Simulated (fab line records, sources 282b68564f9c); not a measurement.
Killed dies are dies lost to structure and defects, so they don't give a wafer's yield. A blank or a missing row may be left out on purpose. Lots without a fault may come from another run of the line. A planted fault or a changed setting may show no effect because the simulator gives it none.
Split-lot experiment | flow rit_cmos | 5 lots, 23 wafers read, on a route of 202 steps

THE SPLIT
At RIT_PLDD_IMPLANT_08, the setting dose_cm2 was moved away from the recipe's 9e+14 on 6 of the 23 wafers read, by -5.6% to +3.3%. The other wafers ran this setting at the recipe's value.

FROM THE SPLIT TO THE READING: what the file shows between them, 12 steps
- RIT_PLDD_STRIP_09: strips in O2, time 180 s
- RIT_SPACER_CLEAN_00: cleans in SC1, time 600 s
- RIT_NSD_COAT_01: resist thk 1000 nm (also split here: spin_rpm)
- RIT_NSD_SOFTBAKE_02: time 60 s
- RIT_NSD_EXPOSE_03: exposes mask M9, target cd 40700 nm
- RIT_NSD_DEVELOP_05: develop time 50 s
- RIT_NSD_HARDBAKE_07: time 60 s
- RIT_NSD_IMPLANT_08 (also split here: dose_cm2)
- RIT_PSD_DEVELOP_05: develop time 50 s (also split here: develop_time_s)
- RIT_PSD_HARDBAKE_07: time 60 s
- RIT_SDANNEAL_RTA_03: time 5 s
- RIT_SDANNEAL_RS_MEAS_05: measures by four-point-probe

THE READING
PLDD_RS, in ohm/sq, at RIT_SDANNEAL_RS_MEAS_06 (measures by four-point-probe). Fault-free wafers of this fab line usually give 178.6 ohm/sq, standard deviation 0.48 ohm/sq.

wafer  | tool, chamber at the split | dose_cm2 as run | against the recipe | PLDD_RS, ohm/sq | against lot-mates on the recipe
L074.1 | implanter-04, 0            | 9e+14           | recipe             | 179.4           | -
L074.2 | implanter-04, 0            | 9e+14           | recipe             | 178.7           | -
L074.3 | implanter-04, 0            | 9e+14           | recipe             | 179.0           | -
L074.4 | implanter-04, 0            | 9e+14           | recipe             | 179.5           | -
L074.6 | implanter-04, 0            | 9e+14           | recipe             | 179.3           | -
L077.1 | implanter-04, 0            | 8.497e+14       | -5.6%              | 183.9           | +5.2
L077.2 | implanter-04, 0            | 9e+14           | recipe             | 178.6           | -
L077.3 | implanter-04, 0            | 8.497e+14       | -5.6%              | 184.1           | +5.4
L077.4 | implanter-04, 0            | 9e+14           | recipe             | 178.8           | -
L077.6 | implanter-04, 0            | 8.497e+14       | -5.6%              | 183.5           | +4.8
L078.1 | implanter-04, 0            | 9e+14           | recipe             | 178.0           | -
L078.2 | implanter-04, 0            | 9.299e+14       | +3.3%              | 175.2           | -2.9
L078.3 | implanter-04, 0            | 9.299e+14       | +3.3%              | 174.7           | -3.4
L078.4 | implanter-04, 0            | 9e+14           | recipe             | 178.2           | -
L078.5 | implanter-04, 0            | 9.299e+14       | +3.3%              | 175.4           | -2.7
L079.2 | implanter-04, 0            | 9e+14           | recipe             | 179.0           | -
L079.5 | implanter-04, 0            | 9e+14           | recipe             | 178.3           | -
L079.6 | implanter-04, 0            | 9e+14           | recipe             | 178.4           | -
L081.1 | implanter-04, 0            | 9e+14           | recipe             | 178.3           | -
L081.2 | implanter-04, 0            | 9e+14           | recipe             | 178.8           | -
L081.3 | implanter-04, 0            | 9e+14           | recipe             | 178.5           | -
L081.4 | implanter-04, 0            | 9e+14           | recipe             | 178.9           | -
L081.5 | implanter-04, 0            | 9e+14           | recipe             | 178.2           | -

THE FIT
A straight line over all 23 wafers: PLDD_RS changes by -0.966 ohm/sq for each +1% of dose_cm2; r = -0.98; the points scatter about the line by 0.44 ohm/sq.
The same after taking each lot's own level away (the mean of its wafers on the recipe; 23 wafers): -0.914 ohm/sq for each +1%; r = -0.99; scatter 0.27 ohm/sq.
On that fit, the largest move of dose_cm2 shifts the reading by 5.1 ohm/sq.
The lots' own levels span 178.10 to 179.18 ohm/sq, that is 2.3 times the standard deviation above.
So the lot-to-lot level changes the slope little: the two slopes agree.
Check: with one of the wafers moved furthest among these (-5.6%) left out of the fit, the line predicts +5.09 ohm/sq for it against its lot-mates. It came out at +5.2 ohm/sq against them.

OTHER SPLITS ON THESE WAFERS
These wafers also went through other splits before the reading. Each is held against what the fit with the lots' levels taken away leaves over:
other split on the same wafers    | wafers away from the commonest value | r with PLDD_RS (lot level and that fit taken away)
RIT_REOX_OXIDATION_03 temp_c      | 15                                   | -0.02
RIT_NLDD_IMPLANT_08 energy_kev    | 9                                    | -0.11
RIT_PLDD_SOFTBAKE_02 temp_c       | 5                                    | -0.16
RIT_NSD_COAT_01 spin_rpm          | 10                                   | -0.08
RIT_NSD_IMPLANT_08 dose_cm2       | 5                                    | +0.07
RIT_PSD_DEVELOP_05 develop_time_s | 12                                   | +0.03

THE FILE'S OWN FIT
PLDD_RS changes by -0.916 ohm/sq for each +1% of dose_cm2, r = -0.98.
